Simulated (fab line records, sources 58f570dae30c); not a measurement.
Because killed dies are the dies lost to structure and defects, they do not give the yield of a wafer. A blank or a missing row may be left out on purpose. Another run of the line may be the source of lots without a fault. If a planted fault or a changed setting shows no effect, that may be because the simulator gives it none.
Problem report in the 8D (eight disciplines) form, filled by code + flow berkeleyCmos170 + the parts of the form that need people (team, actions taken, sign-off) are left out

## 1. PROBLEM STATEMENT
NSD_OVL at UCB170_NSD_OVL_MEAS_07 reads a mean of -165 nm on 9 wafers of 3 lots; wafers without a fault read -2 nm with a standard deviation of 6.4. That puts it -26 standard deviations away from the usual mean.
The first sign was on wafer L363.2 at day 9 07:53, on overlay-01. Wafers with a number at this step in the record: 45, from 15 lots. The rule behind "out" and "out of limits": a value lying over 4 standard deviations away from the usual mean. The other wafers with a number count as sound.

## 2. WHAT IT IS, WHAT IT ISN'T
| question                    | is                     | is not                                                                                 |
|-----------------------------|------------------------|----------------------------------------------------------------------------------------|
| which readings at this step | NSD_OVL                | -                                                                                      |
| which lots                  | L363, L365, L367       | L350, L351, L353, L354, L356, L358, L360, L361, L368, L369, L370, L372                 |
| which wafers of those lots  | all that have a number | -                                                                                      |
| read on which gauges        | overlay-01, overlay-02 | -                                                                                      |
| when                        | from day 9 07:53       | up to then (24 sound wafers); but 12 sound wafers of L368, L369, L370, L372 came after |

## 3. SUSPECTS, AND WHAT RULES EACH OUT
Counting: a tool stays on the suspect list if, at a process step up to the reading, it processed all lots that are out and no sound lot following the first of them.
- the gauge at UCB170_NSD_OVL_MEAS_07 is ruled out. Those wafers that are out were read across 2 gauges (overlay-01, overlay-02).
- krfScanner-02 at UCB170_NSD_EXPOSE_03 (exposes mask NSELECT MOD, target cd 1200 nm): kept. It processed each lot that is out, first L363 at day 9 07:04, and no sound lot thereafter; up to then, the last sound lot it processed was L361 at day 9 01:02.
Remaining after the count: krfScanner-02 at UCB170_NSD_EXPOSE_03.

## 4. THE CAUSE (what the simulator had put in)
Scanner matching overlay: krfScanner-02, from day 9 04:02 on, at UCB170_NSD_EXPOSE_03. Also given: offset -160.
Counting left only this tool.

## 5. SEQUENCE OF EFFECTS, ordered by route
Each row: a reading where the mean over the struck wafers with a number is more than 3 standard deviations away from the usual. Only readings for which the record gives a usual standard deviation are gone through. hours: the time from each lot's start at the first step in this table that gives one to its start at this step, as a median over the lots. sigmas: the change in usual standard deviations.
| hours | step                   | reading | usual | on struck wafers | change | sigmas |
|-------|------------------------|---------|-------|------------------|--------|--------|
| 0     | UCB170_NSD_OVL_MEAS_07 | NSD_OVL | -2 nm | -165             | -163   | -26    |

## 6. WHAT WOULD HAVE CAUGHT IT SOONER
4 hours passed between the start of the fault at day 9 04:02 and the first reading out of limits at a measuring or inspecting step in this record, taken at day 9 07:53.
Lots out: 3; of these, L365, L367 started UCB170_NSD_EXPOSE_03 on krfScanner-02 after day 9 07:53. A hold on the tool at that time would have spared those 2.
